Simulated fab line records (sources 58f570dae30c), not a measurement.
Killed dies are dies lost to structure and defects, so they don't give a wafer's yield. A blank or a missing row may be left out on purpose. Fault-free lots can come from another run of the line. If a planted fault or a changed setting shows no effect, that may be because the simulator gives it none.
Split-lot study | flow berkeley-cmos170 | 5 lots, 23 wafers read, on a route of 331 steps

== THE SPLIT ITSELF ==
At UCB170_V2_COAT_07 (resist thk 900 nm), the setting resist-thk-nm was moved away from the recipe's 900 nm on 4 of the 23 wafers read, by +1.8% to +3.6%. For the rest of the wafers, this setting stayed at what the recipe calls for.

== FROM THE SPLIT TO THE READING: what the file shows between them, 2 steps ==
- UCB170_V2_SOFTBAKE_08: time 60 s
- UCB170_V2_EXPOSE_09: exposes mask VIA2, target cd 700 nm

== THE READING ==
KrF_of_V2_COAT_07.thk-nm (the simulator's own value, which no gauge read), in nm, at UCB170_V2_ETCH_14 (etches SiO2 in CHF3/CF4/Ar, stops on Al, target depth 1250 nm, time 291 s). The file does not state a usual value for it. Average 606.8 nm, standard deviation 5.4 nm, over the 19 wafers here run with the recipe.

wafer  | tool, chamber at the split | resist-thk-nm as run, nm | against the recipe | KrF_of_V2_COAT_07.thk-nm, nm | against lot-mates on the recipe
L075.1 | litho-track-01, 0          | 900                      | recipe             | 604.1                        | -
L075.2 | litho-track-01, 0          | 900                      | recipe             | 605.3                        | -
L075.4 | litho-track-01, 0          | 900                      | recipe             | 612.7                        | -
L075.5 | litho-track-01, 0          | 900                      | recipe             | 605.7                        | -
L075.6 | litho-track-01, 0          | 900                      | recipe             | 601.6                        | -
L080.1 | litho-track-01, 0          | 900                      | recipe             | 615.1                        | -
L080.5 | litho-track-01, 0          | 900                      | recipe             | 612.1                        | -
L080.6 | litho-track-01, 0          | 900                      | recipe             | 598                          | -
L076.1 | litho-track-01, 0          | 932.4                    | +3.6%              | 650.2                        | +46.3
L076.2 | litho-track-01, 0          | 932.4                    | +3.6%              | 636                          | +32.1
L076.3 | litho-track-01, 0          | 900                      | recipe             | 604.2                        | -
L076.5 | litho-track-01, 0          | 900                      | recipe             | 604.1                        | -
L076.6 | litho-track-01, 0          | 900                      | recipe             | 603.3                        | -
L079.1 | litho-track-01, 0          | 916.2                    | +1.8%              | 624.6                        | +10.7
L079.2 | litho-track-01, 0          | 900                      | recipe             | 620.8                        | -
L079.3 | litho-track-01, 0          | 916.2                    | +1.8%              | 630.9                        | +17.0
L079.5 | litho-track-01, 0          | 900                      | recipe             | 609                          | -
L079.6 | litho-track-01, 0          | 900                      | recipe             | 611.8                        | -
L084.1 | litho-track-01, 0          | 900                      | recipe             | 604.4                        | -
L084.2 | litho-track-01, 0          | 900                      | recipe             | 604                          | -
L084.3 | litho-track-01, 0          | 900                      | recipe             | 601.1                        | -
L084.4 | litho-track-01, 0          | 900                      | recipe             | 605.1                        | -
L084.6 | litho-track-01, 0          | 900                      | recipe             | 605.9                        | -

THE FIT
A straight line over all 23 wafers: KrF_of_V2_COAT_07.thk-nm changes by +10.4 nm for each +1% of resist-thk-nm; r = +0.90; the points scatter about the line by 5.7 nm.
The same after taking each lot's own level away (the mean of its wafers on the recipe; 23 wafers): +10.3 nm for each +1%; r = +0.92; scatter 4.9 nm.
The reading moves by 37 nm for the largest change in resist-thk-nm, on that fit.
The lots' own levels span 603.87 to 613.87 nm, that is 1.9 times the standard deviation above.
The two slopes agree, so the slope changes little with the lot-to-lot level.
Check: +30.7 nm against its lot-mates is what the line predicts for one of the wafers moved furthest among these (+3.6%) when that wafer is left out of the fit. Against them it came out at +46.3 nm.

== THE WHOLE CHAIN: every reading that the file lists as answering this split, in the file's order ==
step               | what it does                                                              | reading                                                                   | change (the file's fit)              | r (the file's)
UCB170_V2_COAT_07  | resist thk 900 nm                                                         | KrF_of_V2_COAT_07.thk-nm (the simulator's own value, which no gauge read) | +9.58 nm for each +1% of the setting | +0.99
UCB170_V2_ETCH_14  | etches SiO2 in CHF3/CF4/Ar, stops on Al, target depth 1250 nm, time 291 s | KrF_of_V2_COAT_07.thk-nm (the simulator's own value, which no gauge read) | +10.3 nm for each +1% of the setting | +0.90
UCB170_V2_STRIP_15 | strips in O2                                                              | strip-time-to-endpoint-s                                                  | withheld for each +1% of the setting | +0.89

== THE FILE'S OWN FIT ==
KrF_of_V2_COAT_07.thk-nm changes by +10.3 nm for each +1% of resist-thk-nm, r = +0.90.
